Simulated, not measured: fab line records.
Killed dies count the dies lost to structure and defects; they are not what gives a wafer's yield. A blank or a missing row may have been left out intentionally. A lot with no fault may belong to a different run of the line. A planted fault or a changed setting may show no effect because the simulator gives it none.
What tool caused it? :: flow rit_cmos :: 21 wafers from 7 lots sampled at 2 of the route's 202 steps

WHAT EACH GAUGE READ, for each wafer
RIT_REOX_THK_MEAS_04.
lot: L346
measured: day 3 02:23
on: film_metro-01
REOX_OXIDE_THK (nm): 25.0 24.8 25.3

lot: L351
measured: day 4 02:25
on: film_metro-04
REOX_OXIDE_THK (nm): 27.5 27.6 27.7

lot: L353
measured: day 4 14:49
on: film_metro-04
REOX_OXIDE_THK (nm): 27.1 26.5 26.9

lot: L358
measured: day 5 11:28
on: film_metro-01
REOX_OXIDE_THK (nm): 24.7 25.2 24.7

lot: L363
measured: day 6 14:36
on: film_metro-01
REOX_OXIDE_THK (nm): 25.4 25.2 25.2

lot: L366
measured: day 7 02:16
on: film_metro-02
REOX_OXIDE_THK (nm): 24.7 24.8 24.7

lot: L368
measured: day 7 12:55
on: film_metro-01
REOX_OXIDE_THK (nm): 25.2 25.6 25.0

TOOL THAT RAN EACH LOT (tool first, then ch and the chambers of the sampled wafers, then the start)
lot: L346
RIT_REOX_OXIDATION_03: furnace-04 ch 0, day 2 23:50

lot: L351
RIT_REOX_OXIDATION_03: furnace-04 ch 0, day 3 23:51

lot: L353
RIT_REOX_OXIDATION_03: furnace-04 ch 0, day 4 12:16

lot: L358
RIT_REOX_OXIDATION_03: furnace-03 ch 0, day 5 08:54

lot: L363
RIT_REOX_OXIDATION_03: furnace-01 ch 0, day 6 12:03

lot: L366
RIT_REOX_OXIDATION_03: furnace-03 ch 0, day 6 23:43

lot: L368
RIT_REOX_OXIDATION_03: furnace-03 ch 0, day 7 10:22
- RIT_REOX_OXIDATION_03: target thk 25.2 nm, ox time 5580 s.

THE ANSWER, worked out from the rows above alone
Rule: the usual values come from the lots themselves. Put in order of their means at a reading, lots are off if they are a third of the lots or fewer, leave a main group of 4 or more, and stand apart from it by a gap of 3 or more times the standard deviation of the main group's means; of several such gaps the widest counts. A main group is skipped when, at the precision printed for the reading in the tables above, its means are all equal. A lot without any number at a reading at which 4 lots or more have one is off too. Where the step has rows for the other lots, those lots are counted as sound.
Off: L351, L353, at RIT_REOX_THK_MEAS_04 (REOX_OXIDE_THK). Main group: mean 25.0 nm, sd 0.21.
A tool fits if, at a process step before that reading, it ran every lot that is off, and no sound lot after the first of them. Those tools and the gauges at RIT_REOX_THK_MEAS_04 are tried in the same way. Undecided on this evidence; 2 tools fit (furnace-04 at RIT_REOX_OXIDATION_03, film_metro-04 at RIT_REOX_THK_MEAS_04).

WHAT WAS PUT IN BY THE SIMULATOR
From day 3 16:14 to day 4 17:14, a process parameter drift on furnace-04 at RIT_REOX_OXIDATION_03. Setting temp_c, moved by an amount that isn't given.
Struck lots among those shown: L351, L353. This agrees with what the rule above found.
